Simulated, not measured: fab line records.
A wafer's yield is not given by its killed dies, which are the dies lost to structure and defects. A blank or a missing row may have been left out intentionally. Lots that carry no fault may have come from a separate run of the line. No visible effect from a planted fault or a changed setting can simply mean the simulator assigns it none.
fab line records -- flow berkeleyCmos170
record: lots: 5, wafers: 23
route steps=331 shown PWELL@36 ACTIVE@65 SACOX@98 PVT@123 GATE@130 PLDD@146 NLDD@159
startH: hours from the record's opening day to when the first of the lot's shown wafers began -- waitH: hours elapsed since this lot's preceding step -- " as in the row above -- L1.1+2: a row that stands for several wafers -- - no value, or no start was given -- * or withheld: withheld -- < > ~ a bound
route shown NAME@n: NAME is a module with steps in the file, n the number in the route of the first one -- usual: mean/standard deviation taken from wafers without a fault -- same: alike in all rows -- chamber/n: place in a boat -- sites: per-site readings -- _std_site: standard deviation of those values -- _edge_site: outer sites' mean less inner sites' -- radiusMm: for every site, how far away it sits from the centre of the wafer -- mask NAME#n: copy n -- behind: the tool/chamber that last shaped the wafer -- hold: the reason the lot was held/the length of the hold in hours/how it ended -- device: transistor that didn't switch, given as n, p or np -- end of line: tests run on the same wafers once the route is complete -- a step without rows: its recipe alone -- killed: at the first sort, the dies lost to defects and structure; wafer yield is something else -- map: shows each die of a wafer: x if killed, . if not, _ if none is there
set.NAME: the setting as run; set.NAME@STEP: as run at that earlier step -- model.NAME: the simulator's own value behind a step, which no gauge read
lots whose settings were changed on purpose; a table a step, a row a wafer
== steps ==
step: UCB170_PWELL_OXIDATION_02
recipe: tempC: 1000, ambient: O2, targetThkA: 264, oxTimeS: 1260
lot.wafer,tool,chamber,startH,waitH,set.oxTimeS,model.SiO2_of_PWELL_OXIDATION_02.thkNm
L074.1,-,-,-,3.9,1136,24.42
L074.2,-,-,-,3.9,1136,24.39
L074.4,-,-,-,3.9,1136,25.02
L074.5,-,-,-,3.9,1136,24.16
L074.6,-,-,-,3.9,1136,24.49
L076.1,-,-,-,4.3,1111,24.53
L076.2,-,-,-,4.3,1111,24.12
L076.3,-,-,-,4.3,1111,24.63
L076.4,-,-,-,4.3,1111,24.71
L076.6,-,-,-,4.3,1111,24.48
L077.1,-,-,-,1.9,1320,26.93
L077.2,-,-,-,1.9,1320,26.97
L077.3,-,-,-,1.9,1320,26.86
L077.4,-,-,-,1.9,1320,26.56
L077.6,-,-,-,1.9,1320,27.4
L079.2,-,-,-,0.4,1260,26.64
L079.3,-,-,-,0.4,1260,27
L079.4,-,-,-,0.4,1260,26.35
L079.5,-,-,-,0.4,1260,26.73
L079.6,-,-,-,0.4,1260,26.39
L081.1,furnace-02,0,81.66,4.3,1260,25.53
L081.2,furnace-02,0,81.66,4.3,1260,25.56
L081.6,furnace-02,0,81.66,4.3,1260,25.02
step: UCB170_ACTIVE_CVD_05
recipe: material: Si3N4, targetThkNm: 220, tempC: 800, precursor: SiH2Cl2/NH3, timeS: 3300, pressureMtorr: 200, sih2cl2FlowSccm: 25, nh3FlowSccm: 75
lot.wafer,tool,chamber,startH,waitH,set.tempC,model.Si3N4_of_ACTIVE_CVD_05.thkNm
L074.1,-,-,-,1.6,800,218.6
L074.2,-,-,-,1.6,800,218.7
L074.4,-,-,-,1.6,800,217.7
L074.5,-,-,-,1.6,800,218.9
L074.6,-,-,-,1.6,800,217
L076.1,-,-,-,0.0,818.1,302.7
L076.2,-,-,-,0.0,818.1,302.3
L076.3,-,-,-,0.0,818.1,302.2
L076.4,-,-,-,0.0,818.1,301.4
L076.6,-,-,-,0.0,818.1,303.3
L077.1,-,-,-,0.0,780.6,155.1
L077.2,-,-,-,0.0,780.6,154.1
L077.3,-,-,-,0.0,780.6,153.8
L077.4,-,-,-,0.0,780.6,152.5
L077.6,-,-,-,0.0,780.6,153.6
L079.2,-,-,-,0.0,800,216.8
L079.3,-,-,-,0.0,800,217.3
L079.4,-,-,-,0.0,800,217.6
L079.5,-,-,-,0.0,800,217.7
L079.6,-,-,-,0.0,800,218.6
L081.1,lpcvd-01,0,127.17,2.0,800,217
L081.2,lpcvd-01,0,127.17,2.0,800,213.4
L081.6,lpcvd-01,0,127.17,2.0,800,215
step: UCB170_ACTIVE_THK_MEAS_06
recipe: reads: Si3N4_of_ACTIVE_CVD_05
usual: ACTIVE_NITRIDE_THK: 218.6/2.1
lot.wafer,tool,chamber,startH,waitH,set.tempC@ACTIVE_CVD_05,ACTIVE_NITRIDE_THK[nm]
L074.1,filmMetro-03,-,-,-,800,218.4
L074.2,filmMetro-03,-,-,-,800,218.8
L074.4,filmMetro-03,-,-,-,800,217.7
L074.5,filmMetro-03,-,-,-,800,219.1
L074.6,filmMetro-03,-,-,-,800,217.0
L076.1,filmMetro-04,-,-,-,818.1,302.8
L076.2,filmMetro-04,-,-,-,818.1,302.5
L076.3,filmMetro-04,-,-,-,818.1,302.1
L076.4,filmMetro-04,-,-,-,818.1,301.4
L076.6,filmMetro-04,-,-,-,818.1,303.3
L077.1,filmMetro-04,-,-,-,780.6,154.9
L077.2,filmMetro-04,-,-,-,780.6,154.1
L077.3,filmMetro-04,-,-,-,780.6,153.9
L077.4,filmMetro-04,-,-,-,780.6,152.6
L077.6,filmMetro-04,-,-,-,780.6,153.7
L079.2,filmMetro-03,-,-,-,800,216.8
L079.3,filmMetro-03,-,-,-,800,217.3
L079.4,filmMetro-03,-,-,-,800,217.6
L079.5,filmMetro-03,-,-,-,800,217.7
L079.6,filmMetro-03,-,-,-,800,218.8
L081.1,filmMetro-02,-,129.09,0.0,800,216.9
L081.2,filmMetro-02,-,129.09,0.0,800,213.3
L081.6,filmMetro-02,-,129.09,0.0,800,215.1
step: UCB170_ACTIVE_HMDS_07
recipe: primeTimeS: 60, primeTempC: 100
step: UCB170_ACTIVE_COAT_08
recipe: resist: KrF, spinRpm: 1500, resistThkNm: 900
step: UCB170_ACTIVE_ETCH_15
recipe: chemistry: CH3F/Ar/O2, target: Si3N4, stopOn: SiO2, CH3F_flow_sccm: 20, Ar_flow_sccm: 50, O2_flow_sccm: 7, pressureMtorr: 50, rfW: 450, targetDepthA: 2420, overEtchFrac: 0.1, timeS: 151
lot.wafer,tool,chamber,startH,waitH,set.tempC@ACTIVE_CVD_05,model.etch.depthNm
L074.1,rieDiel-01,0,93.47,0.0,800,218.6
L074.2,rieDiel-01,1,93.47,0.0,800,218.7
L074.4,rieDiel-01,2,93.47,0.0,800,217.7
L074.5,rieDiel-01,0,93.47,0.0,800,218.9
L074.6,rieDiel-01,1,93.47,0.0,800,217
L076.1,rieDiel-04,0,99.18,0.0,818.1,243.2
L076.2,rieDiel-04,1,99.18,0.0,818.1,237.9
L076.3,rieDiel-04,3,99.18,0.0,818.1,243.8
L076.4,rieDiel-04,2,99.18,0.0,818.1,240.5
L076.6,rieDiel-04,3,99.18,0.0,818.1,243.3
L077.1,rieDiel-01,0,112.84,0.0,780.6,155.1
L077.2,rieDiel-01,1,112.84,0.0,780.6,154.1
L077.3,rieDiel-01,2,112.84,0.0,780.6,153.8
L077.4,rieDiel-01,1,112.84,0.0,780.6,152.5
L077.6,rieDiel-01,2,112.84,0.0,780.6,153.6
L079.2,rieDiel-03,0,113.05,0.0,800,216.8
L079.3,rieDiel-03,1,113.05,0.0,800,217.3
L079.4,rieDiel-03,3,113.05,0.0,800,217.6
L079.5,rieDiel-03,1,113.05,0.0,800,217.7
L079.6,rieDiel-03,0,113.05,0.0,800,218.6
L081.1,rieDiel-04,2,130.51,0.0,800,217
L081.2,rieDiel-04,0,130.51,0.0,800,213.4
L081.6,rieDiel-04,2,130.51,0.0,800,215
step: UCB170_ACTIVE_STRIP_16
recipe: chemistry: O2, powerW: 400, pressureMtorr: 3500, platenTempC: withheld, o2FlowSccm: 400, overashFraction: 0.5
usual: oesProductAu: 0.720/0.0044, stripTimeToEndpointS: 18.04/0.069
lot.wafer,tool,chamber,startH,waitH,set.powerW,oesProductAu,stripTimeToEndpointS
L074.1,plasmaAsher-02,1,93.57,0.1,400,0.718,18.12
L074.2,plasmaAsher-02,0,93.57,0.1,400,0.729,18.07
L074.4,plasmaAsher-02,1,93.57,0.1,418.1,0.732,17.51
L074.5,plasmaAsher-02,1,93.57,0.1,400,0.720,18.12
L074.6,plasmaAsher-02,0,93.57,0.1,418.1,0.737,17.47
L076.1,plasmaAsher-03,1,99.28,0.1,362.3,0.690,19.42
L076.2,plasmaAsher-03,0,99.28,0.1,400,0.728,18.16
L076.3,plasmaAsher-03,1,99.28,0.1,362.3,0.682,19.42
L076.4,plasmaAsher-03,0,99.28,0.1,362.3,0.685,19.50
L076.6,plasmaAsher-03,1,99.28,0.1,400,0.727,18.06
L077.1,plasmaAsher-01,0,112.94,0.1,431.6,0.743,17.10
L077.2,plasmaAsher-01,1,112.94,0.1,431.6,0.751,17.11
L077.3,plasmaAsher-01,1,112.94,0.1,400,0.722,18.05
L077.4,plasmaAsher-01,0,112.94,0.1,400,0.719,18.09
L077.6,plasmaAsher-01,0,112.94,0.1,400,0.715,18.14
L079.2,plasmaAsher-01,0,113.15,0.1,424.5,0.742,17.38
L079.3,plasmaAsher-01,0,113.15,0.1,424.5,0.744,17.33
L079.4,plasmaAsher-01,1,113.15,0.1,400,0.722,18.14
L079.5,plasmaAsher-01,1,113.15,0.1,400,0.720,18.21
L079.6,plasmaAsher-01,0,113.15,0.1,400,0.722,18.16
L081.1,plasmaAsher-01,0,130.63,0.1,400,0.720,17.97
L081.2,plasmaAsher-01,1,130.63,0.1,400,0.720,18.08
L081.6,plasmaAsher-01,1,130.63,0.1,400,0.732,18.06
step: UCB170_SACOX_OXIDATION_01
recipe: tempC: 900, ambient: O2, targetThkA: 144, oxTimeS: 2400
lot.wafer,tool,chamber,startH,waitH,set.oxTimeS,model.SiO2_of_SACOX_OXIDATION_01.thkNm
L074.1+2,-,-,-,6.0,2400,14.04
L074.4,-,-,-,6.0,2400,14.28
L074.5,-,-,-,6.0,2400,14.36
L074.6,-,-,-,6.0,2400,14.12
L076.1,-,-,-,3.1,2673,15.72
L076.2,-,-,-,3.1,2673,15.66
L076.3,-,-,-,3.1,2673,15.34
L076.4,-,-,-,3.1,2673,15.5
L076.6,-,-,-,3.1,2673,15.52
L077.1,-,-,-,3.5,2239,13.9
L077.2,-,-,-,3.5,2239,13.81
L077.3,-,-,-,3.5,2239,13.8
L077.4,-,-,-,3.5,2239,13.87
L077.6,-,-,-,3.5,2239,13.67
L079.2,-,-,-,3.5,2258,14.15
L079.3,-,-,-,3.5,2258,14.23
L079.4,-,-,-,3.5,2258,14.09
L079.5,-,-,-,3.5,2258,14.43
L079.6,-,-,-,3.5,2258,14.07
L081.1,furnace-04,0,154.09,3.8,2400,14.97
L081.2,furnace-04,0,154.09,3.8,2400,14.74
L081.6,furnace-04,0,154.09,3.8,2400,14.92
step: UCB170_PVT_STRIP_08
recipe: chemistry: O2, powerW: 400, pressureMtorr: 3500, platenTempC: withheld, o2FlowSccm: 400, overashFraction: 0.5
usual: stripTimeToEndpointS: 21.60/0.078
lot.wafer,tool,chamber,startH,waitH,set.o2FlowSccm,stripTimeToEndpointS
L074.1,plasmaAsher-04,0,137.90,0.1,363.8,21.95
L074.2,plasmaAsher-04,1,137.90,0.1,400,21.57
L074.4,plasmaAsher-04,1,137.90,0.1,363.8,21.95
L074.5,plasmaAsher-04,1,137.90,0.1,400,21.61
L074.6,plasmaAsher-04,0,137.90,0.1,363.8,21.95
L076.1,plasmaAsher-04,1,141.94,0.1,400,21.62
L076.2,plasmaAsher-04,0,141.94,0.1,400,21.63
L076.3,plasmaAsher-04,1,141.94,0.1,400,21.67
L076.4,plasmaAsher-04,0,141.94,0.1,428.6,21.49
L076.6,plasmaAsher-04,1,141.94,0.1,428.6,21.47
L079.2,plasmaAsher-02,1,158.00,0.1,428.8,21.47
L079.3,plasmaAsher-02,0,158.00,0.1,428.8,21.48
L079.4,plasmaAsher-02,1,158.00,0.1,400,21.64
L079.5,plasmaAsher-02,0,158.00,0.1,400,21.67
L079.6,plasmaAsher-02,1,158.00,0.1,428.8,21.45
L077.1,plasmaAsher-04,1,158.73,0.1,400,21.58
L077.2,plasmaAsher-04,0,158.73,0.1,400,21.68
L077.3,plasmaAsher-04,0,158.73,0.1,400,21.62
L077.4,plasmaAsher-04,1,158.73,0.1,400,21.71
L077.6,plasmaAsher-04,0,158.73,0.1,400,21.58
L081.1,plasmaAsher-02,1,169.94,0.1,400,21.57
L081.2,plasmaAsher-02,0,169.94,0.1,400,21.59
L081.6,plasmaAsher-02,0,169.94,0.1,400,21.58
step: UCB170_GATE_CVD_04
recipe: material: poly-Si, tempC: 610, precursor: SiH4, timeS: 1440, pressureMtorr: 375, targetThkNm: 214, sih4FlowSccm: 120
lot.wafer,tool,chamber,startH,waitH,set.timeS,model.poly-Si_of_GATE_CVD_04.thkNm
L074.1,-,-,-,1.6,1261,189.3
L074.2+4,-,-,-,1.6,1261,190.6
L074.5,-,-,-,1.6,1261,190
L074.6,-,-,-,1.6,1261,189.9
L076.1,-,-,-,1.6,1502,227.6
L076.2,-,-,-,1.6,1502,225.5
L076.3,-,-,-,1.6,1502,226.6
L076.4,-,-,-,1.6,1502,226.2
L076.6,-,-,-,1.6,1502,226.3
L077.1,-,-,-,0.4,1298,191.2
L077.2,-,-,-,0.4,1298,191.6
L077.3,-,-,-,0.4,1298,191.3
L077.4,-,-,-,0.4,1298,193.3
L077.6,-,-,-,0.4,1298,192.8
L079.2,-,-,-,0.4,1312,191.4
L079.3,-,-,-,0.4,1312,191.2
L079.4,-,-,-,0.4,1312,191.7
L079.5,-,-,-,0.4,1312,191.6
L079.6,-,-,-,0.4,1312,189.8
L081.1,lpcvd-01,0,181.71,0.0,1440,216.1
L081.2,lpcvd-01,0,181.71,0.0,1440,215.5
L081.6,lpcvd-01,0,181.71,0.0,1440,214.5
step: UCB170_GATE_THK_MEAS_05
recipe: reads: poly-Si_of_GATE_CVD_04
usual: GATE_POLY_THK: 214.2/2.3
lot.wafer,tool,chamber,startH,waitH,set.timeS@GATE_CVD_04,GATE_POLY_THK[nm]
L074.1,filmMetro-03,-,-,-,1261,189.4
L074.2,filmMetro-03,-,-,-,1261,190.8
L074.4,filmMetro-03,-,-,-,1261,190.6
L074.5,filmMetro-03,-,-,-,1261,190.0
L074.6,filmMetro-03,-,-,-,1261,189.8
L076.1,filmMetro-02,-,-,-,1502,227.6
L076.2,filmMetro-02,-,-,-,1502,225.4
L076.3,filmMetro-02,-,-,-,1502,226.4
L076.4,filmMetro-02,-,-,-,1502,226.2
L076.6,filmMetro-02,-,-,-,1502,226.4
L077.1,filmMetro-02,-,-,-,1298,191.2
L077.2,filmMetro-02,-,-,-,1298,191.6
L077.3,filmMetro-02,-,-,-,1298,191.3
L077.4,filmMetro-02,-,-,-,1298,193.1
L077.6,filmMetro-02,-,-,-,1298,192.8
L079.2,filmMetro-03,-,-,-,1312,191.5
L079.3,filmMetro-03,-,-,-,1312,191.2
L079.4,filmMetro-03,-,-,-,1312,191.5
L079.5,filmMetro-03,-,-,-,1312,191.5
L079.6,filmMetro-03,-,-,-,1312,189.9
L081.1,filmMetro-01,-,183.12,0.0,1440,216.2
L081.2,filmMetro-01,-,183.12,0.0,1440,215.4
L081.6,filmMetro-01,-,183.12,0.0,1440,214.6
step: UCB170_GATE_ETCH_15
recipe: chemistry: HBr/Cl2, target: poly-Si, stopOn: SiO2, overEtchFrac: 0.3, icpW: 300, biasW: 150, timeS: 56.3, pressureMtorr: 15, HBr_flow_sccm: 150, Cl2_flow_sccm: 50, targetDepthA: 2782
lot.wafer,tool,chamber,startH,waitH,set.biasW,set.timeS@GATE_CVD_04,model.etch.depthNm,model.GATE.featureDepthNm
L076.1,rieSi-02,1,154.29,-,141.2,1502,227.6,227.6
L076.2,rieSi-02,2,154.29,-,141.2,1502,225.5,225.5
L076.3,rieSi-02,3,154.29,-,150,1502,226.6,226.6
L076.4,rieSi-02,0,154.29,-,150,1502,226.2,226.2
L076.6,rieSi-02,3,154.29,-,141.2,1502,226.3,226.3
L074.1,rieSi-02,1,154.81,-,158.6,1261,189.3,189.4
L074.2,rieSi-02,3,154.81,-,158.6,1261,190.6,190.6
L074.4,rieSi-02,0,154.81,-,150,1261,190.6,190.6
L074.5,rieSi-02,3,154.81,-,150,1261,190,190
L074.6,rieSi-02,2,154.81,-,158.6,1261,189.9,189.9
L079.2,rieSi-01,3,172.98,-,150,1312,191.4,191.4
L079.3,rieSi-01,1,172.98,-,161.4,1312,191.2,191.3
L079.4,rieSi-01,0,172.98,-,150,1312,191.7,191.7
L079.5,rieSi-01,3,172.98,-,150,1312,191.6,191.6
L079.6,rieSi-01,2,172.98,-,161.4,1312,189.8,189.9
L077.1,rieSi-02,0,173.10,-,134.5,1298,191.2,191.2
L077.2,rieSi-02,3,173.10,-,150,1298,191.6,191.6
L077.3,rieSi-02,1,173.10,-,134.5,1298,191.3,191.3
L077.4,rieSi-02,2,173.10,-,150,1298,193.3,193.3
L077.6,rieSi-02,2,173.10,-,150,1298,192.8,192.8
L081.1,rieSi-01,1,184.45,-,150,1440,216.1,216.1
L081.2,rieSi-01,2,184.45,-,150,1440,215.5,215.5
L081.6,rieSi-01,1,184.45,-,150,1440,214.5,214.6
step: UCB170_PLDD_COAT_01
recipe: resist: KrF, spinRpm: 1500, resistThkNm: 900
lot.wafer,tool,chamber,startH,waitH,set.spinRpm,model.KrF_of_PLDD_COAT_01.thkNm
L076.1,lithoTrack-02,0,155.18,0.1,1552,887.8
L076.2,lithoTrack-02,0,155.18,0.1,1500,904.1
L076.3,lithoTrack-02,0,155.18,0.1,1500,900.1
L076.4,lithoTrack-02,0,155.18,0.1,1500,903.3
L076.6,lithoTrack-02,0,155.18,0.1,1552,887.5
L074.1,lithoTrack-02,0,155.69,0.1,1500,902.6
L074.2,lithoTrack-02,0,155.69,0.1,1500,900.9
L074.4,lithoTrack-02,0,155.69,0.1,1500,899.8
L074.5,lithoTrack-02,0,155.69,0.1,1500,900.5
L074.6,lithoTrack-02,0,155.69,0.1,1500,897.9
L079.2,lithoTrack-02,0,173.65,0.1,1570,880.4
L079.3+6,lithoTrack-02,0,173.65,0.1,1500,902.2
L079.4,lithoTrack-02,0,173.65,0.1,1500,899.8
L079.5,lithoTrack-02,0,173.65,0.1,1570,882
L077.1,lithoTrack-01,0,173.80,0.1,1500,900.1
L077.2,lithoTrack-01,0,173.80,0.1,1500,899.7
L077.3,lithoTrack-01,0,173.80,0.1,1500,896
L077.4,lithoTrack-01,0,173.80,0.1,1570,875.9
L077.6,lithoTrack-01,0,173.80,0.1,1570,879.2
L081.1,lithoTrack-01,0,185.45,0.1,1500,897.2
L081.2,lithoTrack-01,0,185.45,0.1,1500,900.4
L081.6,lithoTrack-01,0,185.45,0.1,1500,894.7
step: UCB170_PLDD_SOFTBAKE_02
recipe: resist: KrF, tempC: 130, timeS: 60
step: UCB170_PLDD_EXPOSE_03
recipe: maskId: PSELECT, na: 0.5, sigmaOuter: 0.6, sourceShape: conventional, targetCdNm: 1200, doseMj: 30
step: UCB170_PLDD_IMPLANT_08
recipe: species: BF2, doseCm2: 5e+13, energyKev: 10, tiltDeg: 7, rotationDeg: 0
step: UCB170_PLDD_IMPLANT_09
recipe: species: BF2, doseCm2: 5e+13, energyKev: 10, tiltDeg: 7, rotationDeg: 180
step: UCB170_PLDD_STRIP_10
recipe: chemistry: O2, powerW: 400, pressureMtorr: 3500, platenTempC: withheld, o2FlowSccm: 400, overashFraction: 0.4537
usual: stripTimeToEndpointS: 21.64/0.052
lot.wafer,tool,chamber,startH,waitH,set.spinRpm@PLDD_COAT_01,stripTimeToEndpointS
L076.1,plasmaAsher-02,0,156.54,0.1,1552,21.34
L076.2,plasmaAsher-02,1,156.54,0.1,1500,21.72
L076.3,plasmaAsher-02,0,156.54,0.1,1500,21.63
L076.4,plasmaAsher-02,1,156.54,0.1,1500,21.70
L076.6,plasmaAsher-02,1,156.54,0.1,1552,21.34
L074.1,plasmaAsher-04,1,157.06,0.1,1500,21.70
L074.2,plasmaAsher-04,0,157.06,0.1,1500,21.65
L074.4,plasmaAsher-04,1,157.06,0.1,1500,21.62
L074.5,plasmaAsher-04,1,157.06,0.1,1500,21.66
L074.6,plasmaAsher-04,0,157.06,0.1,1500,21.57
L079.2,plasmaAsher-04,1,174.83,0.1,1570,21.17
L079.3,plasmaAsher-04,0,174.83,0.1,1500,21.67
L079.4,plasmaAsher-04,1,174.83,0.1,1500,21.63
L079.5,plasmaAsher-04,1,174.83,0.1,1570,21.20
L079.6,plasmaAsher-04,0,174.83,0.1,1500,21.67
L077.1,plasmaAsher-02,1,175.11,0.1,1500,21.62
L077.2,plasmaAsher-02,0,175.11,0.1,1500,21.63
L077.3,plasmaAsher-02,1,175.11,0.1,1500,21.55
L077.4,plasmaAsher-02,0,175.11,0.1,1570,21.05
L077.6,plasmaAsher-02,1,175.11,0.1,1570,21.12
L081.1,plasmaAsher-01,0,186.73,0.1,1500,21.55
L081.2,plasmaAsher-01,1,186.73,0.1,1500,21.66
L081.6,plasmaAsher-01,1,186.73,0.1,1500,21.51
step: UCB170_NLDD_COAT_01
recipe: resist: KrF, spinRpm: 1500, resistThkNm: 900
lot.wafer,tool,chamber,startH,waitH,set.resistThkNm,model.KrF_of_NLDD_COAT_01.thkNm
L076.1,lithoTrack-02,0,157.05,0.1,851,851
L076.2,lithoTrack-02,0,157.05,0.1,851,851.1
L076.3,lithoTrack-02,0,157.05,0.1,900,903.7
L076.4,lithoTrack-02,0,157.05,0.1,900,903
L076.6,lithoTrack-02,0,157.05,0.1,900,900.7
L074.1,lithoTrack-04,0,157.97,0.1,900,898.1
L074.2,lithoTrack-04,0,157.97,0.1,900,896.5
L074.4,lithoTrack-04,0,157.97,0.1,900,894.9
L074.5,lithoTrack-04,0,157.97,0.1,900,897.9
L074.6,lithoTrack-04,0,157.97,0.1,900,898
L079.2,lithoTrack-03,0,175.62,0.1,900,898.8
L079.3,lithoTrack-03,0,175.62,0.1,883.1,882.1
L079.4,lithoTrack-03,0,175.62,0.1,883.1,880.8
L079.5,lithoTrack-03,0,175.62,0.1,883.1,883
L079.6,lithoTrack-03,0,175.62,0.1,900,897.7
L077.1,lithoTrack-04,0,175.71,0.1,900,896.7
L077.2,lithoTrack-04,0,175.71,0.1,900,897.3
L077.3,lithoTrack-04,0,175.71,0.1,853.8,851.4
L077.4,lithoTrack-04,0,175.71,0.1,853.8,852.6
L077.6,lithoTrack-04,0,175.71,0.1,900,897.7
L081.1,lithoTrack-03,0,187.65,0.1,900,900.9
L081.2,lithoTrack-03,0,187.65,0.1,900,904.1
L081.6,lithoTrack-03,0,187.65,0.1,900,903.6
step: UCB170_NLDD_IMPLANT_08
recipe: species: As, doseCm2: 5e+13, energyKev: 30, tiltDeg: 7, rotationDeg: 0
lot.wafer,tool,chamber,startH,waitH,set.doseCm2
L076.1+2+3+4+6,implanter-02,0,158.05,0.0,5e+13
L074.1+5,implanter-01,0,158.94,0.0,5.298e+13
L074.2+4+6,implanter-01,0,158.94,0.0,5e+13
L079.2+5+6,implanter-02,0,176.92,0.0,4.841e+13
L079.3+4,implanter-02,0,176.92,0.0,5e+13
L077.1+3+4,implanter-03,0,177.02,0.0,5.372e+13
L077.2+6,implanter-03,0,177.02,0.0,5e+13
L081.1+2+6,implanter-01,0,188.93,0.0,5e+13
step: UCB170_NLDD_IMPLANT_09
recipe: species: As, doseCm2: 5e+13, energyKev: 30, tiltDeg: 7, rotationDeg: 180
step: UCB170_NLDD_STRIP_10
recipe: chemistry: O2, powerW: 400, pressureMtorr: 3500, platenTempC: withheld, o2FlowSccm: 400, overashFraction: 0.5
usual: stripTimeToEndpointS: 21.63/0.061
lot.wafer,tool,chamber,startH,waitH,set.resistThkNm@NLDD_COAT_01,stripTimeToEndpointS
L076.1,plasmaAsher-01,1,158.35,0.1,851,20.44
L076.2,plasmaAsher-01,0,158.35,0.1,851,20.47
L076.3,plasmaAsher-01,0,158.35,0.1,900,21.72
L076.4,plasmaAsher-01,1,158.35,0.1,900,21.70
L076.6,plasmaAsher-01,0,158.35,0.1,900,21.65
L074.1,plasmaAsher-03,1,159.24,0.1,900,21.57
L074.2,plasmaAsher-03,0,159.24,0.1,900,21.55
L074.4,plasmaAsher-03,0,159.24,0.1,900,21.50
L074.5,plasmaAsher-03,1,159.24,0.1,900,21.58
L074.6,plasmaAsher-03,0,159.24,0.1,900,21.58
L079.2,plasmaAsher-04,1,177.19,0.1,900,21.60
L079.3,plasmaAsher-04,0,177.19,0.1,883.1,21.20
L079.4,plasmaAsher-04,1,177.19,0.1,883.1,21.17
L079.5,plasmaAsher-04,1,177.19,0.1,883.1,21.22
L079.6,plasmaAsher-04,0,177.19,0.1,900,21.58
L077.1,plasmaAsher-03,0,177.32,0.1,900,21.55
L077.2,plasmaAsher-03,1,177.32,0.1,900,21.55
L077.3,plasmaAsher-03,0,177.32,0.1,853.8,20.46
L077.4,plasmaAsher-03,1,177.32,0.1,853.8,20.49
L077.6,plasmaAsher-03,0,177.32,0.1,900,21.57
L081.1,plasmaAsher-04,0,189.23,0.1,900,21.65
L081.2,plasmaAsher-04,1,189.23,0.1,900,21.72
L081.6,plasmaAsher-04,1,189.23,0.1,900,21.72
== key ==
split: step: UCB170_PWELL_OXIDATION_02, setting: oxTimeS, stated: 1260, by: lot
response: step: UCB170_PWELL_OXIDATION_02, reading: model.SiO2_of_PWELL_OXIDATION_02.thkNm, change: +0.154, per: 1%, r: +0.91
split: step: UCB170_ACTIVE_CVD_05, setting: tempC, stated: 800, by: lot
response: step: UCB170_ACTIVE_CVD_05, reading: model.Si3N4_of_ACTIVE_CVD_05.thkNm, change: +31.6, per: 1%, r: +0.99
response: step: UCB170_ACTIVE_THK_MEAS_06, reading: ACTIVE_NITRIDE_THK, change: +31.6, per: 1%, r: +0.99
response: step: UCB170_ACTIVE_ETCH_15, reading: model.etch.depthNm, change: +18.9, per: 1%, r: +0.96
split: step: UCB170_ACTIVE_STRIP_16, setting: powerW, stated: 400, by: wafer
response: step: UCB170_ACTIVE_STRIP_16, reading: oesProductAu, change: +0.00385, per: 1%, r: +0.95
response: step: UCB170_ACTIVE_STRIP_16, reading: stripTimeToEndpointS, change: *, per: 1%, r: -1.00
split: step: UCB170_SACOX_OXIDATION_01, setting: oxTimeS, stated: 2400, by: lot
response: step: UCB170_SACOX_OXIDATION_01, reading: model.SiO2_of_SACOX_OXIDATION_01.thkNm, change: +0.0877, per: 1%, r: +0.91
split: step: UCB170_PVT_STRIP_08, setting: o2FlowSccm, stated: 400, by: wafer
response: step: UCB170_PVT_STRIP_08, reading: stripTimeToEndpointS, change: *, per: 1%, r: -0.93
split: step: UCB170_GATE_CVD_04, setting: timeS, stated: 1440, by: lot
response: step: UCB170_GATE_CVD_04, reading: model.poly-Si_of_GATE_CVD_04.thkNm, change: +2.32, per: 1%, r: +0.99
response: step: UCB170_GATE_THK_MEAS_05, reading: GATE_POLY_THK, change: +2.32, per: 1%, r: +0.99
response: step: UCB170_GATE_ETCH_15, reading: model.etch.depthNm, change: +2.32, per: 1%, r: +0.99
response: step: UCB170_GATE_ETCH_15, reading: model.GATE.featureDepthNm, change: +2.32, per: 1%, r: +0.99
split: step: UCB170_GATE_ETCH_15, setting: biasW, stated: 150, by: wafer
response none clear
split: step: UCB170_PLDD_COAT_01, setting: spinRpm, stated: 1500, by: wafer
response: step: UCB170_PLDD_COAT_01, reading: model.KrF_of_PLDD_COAT_01.thkNm, change: -4.39, per: 1%, r: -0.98
response: step: UCB170_PLDD_STRIP_10, reading: stripTimeToEndpointS, change: *, per: 1%, r: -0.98
split: step: UCB170_NLDD_COAT_01, setting: resistThkNm, stated: 900, by: wafer
response: step: UCB170_NLDD_COAT_01, reading: model.KrF_of_NLDD_COAT_01.thkNm, change: +9.12, per: 1%, r: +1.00
response: step: UCB170_NLDD_STRIP_10, reading: stripTimeToEndpointS, change: *, per: 1%, r: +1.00
split: step: UCB170_NLDD_IMPLANT_08, setting: doseCm2, stated: 5e+13, by: wafer
response none in this file
